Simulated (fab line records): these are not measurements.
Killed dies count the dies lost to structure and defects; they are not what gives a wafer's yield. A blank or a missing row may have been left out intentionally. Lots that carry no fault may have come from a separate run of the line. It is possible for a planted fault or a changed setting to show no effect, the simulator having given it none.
A single fault, viewed from 2 desks ; flow berkeley-cmos170 ; each desk holds nothing but its own numbers, with what lay behind them at the end

## THE METROLOGY DESK
What the gauges read for every lot (on any tool): the sampled wafers with a number, averaged. Marked OUT: a lot whose mean sits more than 4 standard deviations from the usual mean, which makes it out of limits; the brackets give that distance.
Columns: A = SILICIDE_TI_THK at UCB170_SILICIDE_THK_MEAS_03, usual 29.92 nm; B = cd-nm at UCB170_CONTACT_CD_MEAS_90, usual 699.6 nm
lot;first seen here;A;B
L292;day 8 00:36;29.75;698.7
L295;day 8 23:00;29.88;699.0
L293;day 8 23:17;29.62;700.0
L294;day 8 23:40;29.80;699.8
L296;day 9 09:41;29.49;698.6
L298;day 9 10:06;30.42;698.4
L297;day 9 10:16;29.95;700.1
L299;day 9 10:32;30.43;698.3
L300;day 10 07:15;29.77;699.7
L302;day 10 08:29;29.85;699.8
L301;day 10 08:30;29.69;699.6
L306;day 11 11:04;30.00;699.4
L308;day 11 17:19;30.50;698.0
L312;day 12 14:29;29.92;701.5
Finding of this desk: none of the 14 lots has anything out of limits.

## AT THE TOOL OWNER'S DESK: rtp-anneal-01
Per lot that ran on this tool, the mean of the sampled wafers carrying a number, from the tool's own readings at UCB170_CONTACT_RTA_08 (time 10 s). Marked OUT: a lot whose mean sits more than 4 standard deviations from the usual mean, which makes it out of limits; the brackets give that distance.
Columns: A = lamp-power-pct at UCB170_CONTACT_RTA_08, usual 27.0 %; B = wafer_temp_C_max at UCB170_CONTACT_RTA_08, usual 903.9
lot;first seen here;A;B
L292;day 8 03:30;25.3;904.1
L293;day 9 03:42;25.3;904.6
L296;day 9 12:35;25.3;904.2
L297;day 9 14:23;25.3;903.3
L301;day 10 12:29;25.4;904.4
L306;day 11 14:21;26.8;924.5 (+30) OUT
L308;day 11 20:50;26.8;924.2 (+29) OUT
This desk's verdict: out of limits on L306, L308, starting with L306 at day 11 14:21 (wafer_temp_C_max at UCB170_CONTACT_RTA_08). L292, L293, L296, L297, L301: within limits.

## TAKEN TOGETHER
The tool owner's desk could have raised an alarm at day 11 14:21, on L306, L308.
At the metrology desk, nothing out of limits was observed.
The metrology desk has L306, L308 on record, within its limits.
UCB170_CONTACT_RTA_08 was run on rtp-anneal-01 by each of the lots named.

## WHAT WAS PUT IN BY THE SIMULATOR
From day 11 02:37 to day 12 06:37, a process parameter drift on rtp-anneal-01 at UCB170_CONTACT_RTA_08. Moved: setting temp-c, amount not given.
Shown lots that were struck: L306, L308.
Time in hours from fault onset to the first out-of-limits reading at each desk: the tool owner's desk, 12.
